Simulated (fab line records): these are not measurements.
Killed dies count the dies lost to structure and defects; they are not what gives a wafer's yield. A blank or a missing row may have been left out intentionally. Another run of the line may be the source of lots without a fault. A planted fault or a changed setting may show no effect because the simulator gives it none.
fab line records -- flow rit_cmos -- part 2 of 2: steps 36 to 49 of 49
[record] lots = 5, wafers = 15, last_day = 6
route steps=202 shown NWELL@30 PWELL@39 WELLDRIVE@50 NRETRO@53 PRETRO@64 GATE@75
lots that met no fault: taken from a fault-free run of the same line
start_h: hours from the record's opening day to when the first of the lot's shown wafers began -- wait_h: hours elapsed since this lot's preceding step -- " identical to the entry in the row above -- L1.1+2: several wafers, shown together as one row -- - no value, or no start given -- * or withheld: withheld -- < > ~ a bound
route shown NAME@n: NAME is a module with steps in the file, n the number in the route of the first one -- usual: mean and standard deviation over wafers with no fault -- same: alike in all rows -- chamber/n: place in a boat -- sites: the reading at each site -- _std_site: how widely they spread, as a standard deviation -- _edge_site: outer sites' mean less inner sites' -- radius_mm: for every site, how far away it sits from the centre of the wafer -- mask NAME#n: copy n -- behind: the last tool/chamber to shape the wafer -- hold: cause of the lot's hold/its duration in hours/its outcome -- device: transistor that didn't switch, given as n, p or np -- end of line: the tests these same wafers got at the end of their route -- a step without rows: its recipe alone -- killed: count of dies lost to structure and defects at first sort (not the wafer's yield) -- map: a wafer's dies, marking killed ones x, the rest . and places with no die _
set.NAME: the setting as run; set.NAME@STEP: as run at that earlier step -- model.NAME: the simulator's own value behind a step, which no gauge read
lots at selected steps of the route; one table per step, one row per wafer
services: from which hour (start_h, from the record's first day; less than 0 if before it) a tool's chamber was out of use, for how many hours, and why
[[steps]]
[step RIT_PRETRO_COAT_01]
[recipe] resist = NOVOLAK, spin_rpm = 2000, resist_thk_nm = 1300
[usual] dispense_pressure_kPa = 52.6/2.6
lot.wafer,tool,chamber,start_h,wait_h,dispense_pressure_kPa
L074.1,litho_track-02,0,38.18,0.1,56.1
L074.5,litho_track-02,0,38.18,0.1,56.1
L074.6,litho_track-02,0,38.18,0.1,56.1
L081.2,litho_track-03,0,90.42,0.1,49.7
L081.5,litho_track-03,0,90.42,0.1,49.6
L081.6,litho_track-03,0,90.42,0.1,49.6
L086.2,litho_track-03,0,104.91,0.1,49.7
L086.4,litho_track-03,0,104.91,0.1,49.7
L086.5,litho_track-03,0,104.91,0.1,49.6
L091.2,litho_track-03,0,122.38,0.1,49.7
L091.3,litho_track-03,0,122.38,0.1,49.6
L091.4,litho_track-03,0,122.38,0.1,49.7
L090.2,litho_track-03,0,122.98,0.1,49.6
L090.3,litho_track-03,0,122.98,0.1,49.7
L090.5,litho_track-03,0,122.98,0.1,49.6
[step RIT_PRETRO_SOFTBAKE_02]
[recipe] resist = NOVOLAK, temp_c = 90, time_s = 60
lot.wafer,tool,chamber,start_h,wait_h
L074.1+5+6,litho_track-02,0,38.33,0.1
L081.2+5+6,litho_track-03,0,90.57,0.1
L086.2+4+5,litho_track-03,0,105.06,0.1
L091.2+3+4,litho_track-03,0,122.53,0.1
L090.2+3+5,litho_track-03,0,123.13,0.1
[step RIT_PRETRO_EXPOSE_03]
[recipe] mask_id = M5, na = 0.57, target_cd_nm = 43700, dose_mj = 250
lot.wafer,tool,chamber,start_h,wait_h,mask
L074.1+5+6,iline_stepper-02,0,38.61,0.2,M5#0
L081.2+5+6,iline_stepper-01,0,90.84,0.2,M5#0
L086.2+4+5,iline_stepper-02,0,105.33,0.2,M5#0
L091.2+3+4,iline_stepper-01,0,122.80,0.2,M5#0
L090.2+3+5,iline_stepper-02,0,123.50,0.3,M5#0
[step RIT_PRETRO_PEB_04]
[recipe] resist = NOVOLAK, temp_c = withheld, time_s = withheld
lot.wafer,tool,chamber,start_h,wait_h
L074.1+5+6,litho_track-01,0,38.72,0.1
L081.2+5+6,litho_track-01,0,90.96,0.1
L086.2+4+5,litho_track-01,0,105.45,0.1
L091.2+3+4,litho_track-01,0,123.22,0.4
L090.2+3+5,litho_track-03,0,123.98,0.5
[step RIT_PRETRO_DEVELOP_05]
[recipe] resist = NOVOLAK, develop_time_s = 68, dev_temp_c = 23
lot.wafer,tool,chamber,start_h,wait_h
L074.1+5+6,litho_track-01,0,-,-
L081.2+5+6,litho_track-01,0,-,-
L086.2+4+5,litho_track-01,0,-,-
L091.2+3+4,litho_track-01,0,-,-
L090.2+3+5,litho_track-03,0,-,-
[step RIT_PRETRO_OVL_MEAS_06]
[usual] PRETRO_OVL = 1.0/1.2
lot.wafer,tool,chamber,start_h,wait_h,PRETRO_OVL[nm]
L074.1,overlay-02,-,39.04,-,3.0
L074.5,overlay-02,-,39.04,-,2.6
L074.6,overlay-02,-,39.04,-,3.1
L081.2,overlay-02,-,91.26,-,1.9
L081.5,overlay-02,-,91.26,-,1.3
L081.6,overlay-02,-,91.26,-,0.5
L086.2,overlay-01,-,105.75,-,1.7
L086.4,overlay-01,-,105.75,-,1.0
L086.5,overlay-01,-,105.75,-,1.1
L091.2,overlay-02,-,123.51,-,2.8
L091.3,overlay-02,-,123.51,-,2.6
L091.4,overlay-02,-,123.51,-,3.2
L090.2,overlay-01,-,124.27,-,1.0
L090.3,overlay-01,-,124.27,-,1.4
L090.5,overlay-01,-,124.27,-,1.6
[step RIT_PRETRO_HARDBAKE_07]
[recipe] resist = NOVOLAK, temp_c = 140, time_s = 120
lot.wafer,tool,chamber,start_h,wait_h
L074.1+5+6,litho_track-01,0,39.07,0.0
L081.2+5+6,litho_track-01,0,91.33,0.1
L086.2+4+5,litho_track-03,0,105.82,0.1
L091.2+3+4,litho_track-01,0,123.83,0.3
L090.2+3+5,litho_track-02,0,124.70,0.4
[step RIT_PRETRO_IMPLANT_08]
[recipe] species = B, energy_kev = 45, dose_cm2 = 1.2e+13, tilt_deg = 7
lot.wafer,tool,chamber,start_h,wait_h
L074.1+5+6,implanter-01,0,39.32,0.2
L081.2+5+6,implanter-03,0,91.56,0.2
L086.2+4+5,implanter-01,0,106.05,0.2
L091.2+3+4,implanter-03,0,124.06,0.2
L090.2+3+5,implanter-01,0,124.93,0.2
[step RIT_PRETRO_STRIP_09]
[recipe] chemistry = O2, time_s = 180, resist = NOVOLAK, platen_temp_c = withheld, power_w = 500, pressure_mtorr = 4000, o2_flow_sccm = 4000
[usual] chamber_pressure_mTorr = 4001/3.9, drypump_motor_current_A = 5.8/0.5
lot.wafer,tool,chamber,start_h,wait_h,chamber_pressure_mTorr,drypump_motor_current_A,rf_hours_counter_h
L074.1,plasma_asher-01,0,39.47,0.1,4002,5.9,21
L074.5,plasma_asher-01,0,39.47,0.1,4001,6.0,-
L074.6,plasma_asher-01,1,39.47,0.1,4001,5.7,-
L081.2,plasma_asher-02,0,91.69,0.1,4000,5.7,44
L081.5,plasma_asher-02,1,91.69,0.1,4003,6.4,-
L081.6,plasma_asher-02,0,91.69,0.1,3995,5.7,-
L086.2,plasma_asher-01,0,106.18,0.1,4002,6.0,26
L086.4,plasma_asher-01,1,106.18,0.1,4003,5.7,-
L086.5,plasma_asher-01,1,106.18,0.1,3999,5.7,-
L091.2,plasma_asher-02,1,124.19,0.1,3992,6.4,48
L091.3,plasma_asher-02,1,124.19,0.1,4001,6.4,-
L091.4,plasma_asher-02,0,124.19,0.1,3998,5.7,-
L090.2,plasma_asher-02,0,125.06,0.1,3998,5.7,48
L090.3,plasma_asher-02,1,125.06,0.1,3997,6.4,-
L090.5,plasma_asher-02,1,125.06,0.1,4003,6.4,-
[step RIT_PRETRO_TW_MEAS_10]
[usual] PRETRO_TW = 477/4.3
lot.wafer,tool,chamber,start_h,wait_h,PRETRO_TW
L074.1,film_metro-01,-,39.65,0.1,471
L074.5,film_metro-01,-,39.65,0.1,472
L074.6,film_metro-01,-,39.65,0.1,472
L081.2,film_metro-04,-,91.87,0.1,476
L081.5,film_metro-04,-,91.87,0.1,474
L081.6,film_metro-04,-,91.87,0.1,479
L086.2,film_metro-04,-,106.36,0.1,480
L086.4,film_metro-04,-,106.36,0.1,482
L086.5,film_metro-04,-,106.36,0.1,483
L091.2,film_metro-04,-,124.37,0.1,480
L091.3,film_metro-04,-,124.37,0.1,477
L091.4,film_metro-04,-,124.37,0.1,478
L090.2,film_metro-01,-,125.24,0.1,474
L090.3,film_metro-01,-,125.24,0.1,474
L090.5,film_metro-01,-,125.24,0.1,472
[step RIT_GATE_WET_ETCH_00]
[recipe] chemistry = BOE, target = SiO2, target_depth_nm = 56, time_s = 60, dry = n2_spin, dilution = 10:1, temp_c = 21.5
lot.wafer,tool,chamber,start_h,wait_h
L074.1+5+6,wet_bench-03,1,39.71,0.1
L081.2+5+6,wet_bench-01,1,91.92,0.0
L086.2+4+5,wet_bench-01,3,106.41,0.0
L091.2+3+4,wet_bench-01,2,124.42,0.0
L090.2+3+5,wet_bench-03,0,125.29,0.0
[step RIT_GATE_CLEAN_01]
[recipe] chemistry = SC1, mix = 3:3:50, time_s = 600, temp_c = 75
lot.wafer,tool,chamber,start_h,wait_h
L074.1+5+6,wet_bench-02,0,39.74,0.0
L081.2+5+6,wet_bench-03,1,91.95,0.0
L086.2+4+5,wet_bench-02,1,106.44,0.0
L091.2+3+4,wet_bench-02,3,124.45,0.0
L090.2+3+5,wet_bench-01,0,125.32,0.0
[step RIT_GATE_CLEAN_02]
[recipe] chemistry = dHF, dilution = 50:1, time_s = 30
lot.wafer,tool,chamber,start_h,wait_h
L074.1+5+6,wet_bench-03,3,39.93,0.0
L081.2+5+6,wet_bench-02,3,92.13,0.0
L086.2+4+5,wet_bench-01,1,106.61,0.0
L091.2+3+4,wet_bench-03,2,124.62,0.0
L090.2+3+5,wet_bench-02,1,125.49,0.0
[step RIT_GATE_CLEAN_03]
[recipe] chemistry = SC2, mix = 3:3:50, time_s = 600, temp_c = 75, dry = n2_spin
lot.wafer,tool,chamber,start_h,wait_h
L074.1+5+6,wet_bench-02,3,39.94,0.0
L081.2+5+6,wet_bench-01,2,92.14,0.0
L086.2+4+5,wet_bench-02,2,106.63,0.0
L091.2+3+4,wet_bench-01,2,124.64,0.0
L090.2+3+5,wet_bench-03,2,125.51,0.0
[[services]]
tool,chamber,start_h,hours,kind
furnace-04,-,20.87,8.5,pm
furnace-04,-,29.39,4.1,pm
wet_bench-01,-,31.80,1.6,repair
iline_stepper-01,-,32.97,1.7,pm
iline_stepper-01,0,48.18,-,calibration
plasma_asher-01,-,52.31,4.0,repair
implanter-04,-,52.47,4.5,repair
iline_stepper-01,-,61.82,1.3,repair
plasma_asher-01,-,64.14,1.0,repair
iline_stepper-02,0,65.64,-,calibration
implanter-03,-,69.62,2.3,repair
furnace-01,-,75.16,19.3,repair
iline_stepper-01,-,84.52,4.3,pm
implanter-01,-,86.81,2.6,repair
implanter-03,-,87.47,2.2,pm
iline_stepper-02,-,91.78,1.7,pm
furnace-01,-,94.50,2.9,pm
wet_bench-03,-,95.28,17.3,repair
plasma_asher-01,-,98.66,2.8,pm
plasma_asher-03,-,108.88,9.0,pm
plasma_asher-03,0,108.88,9.0,vent_cycle
implanter-04,-,110.13,3.1,pm
implanter-02,-,119.67,2.7,repair
implanter-04,-,124.92,17.4,pm
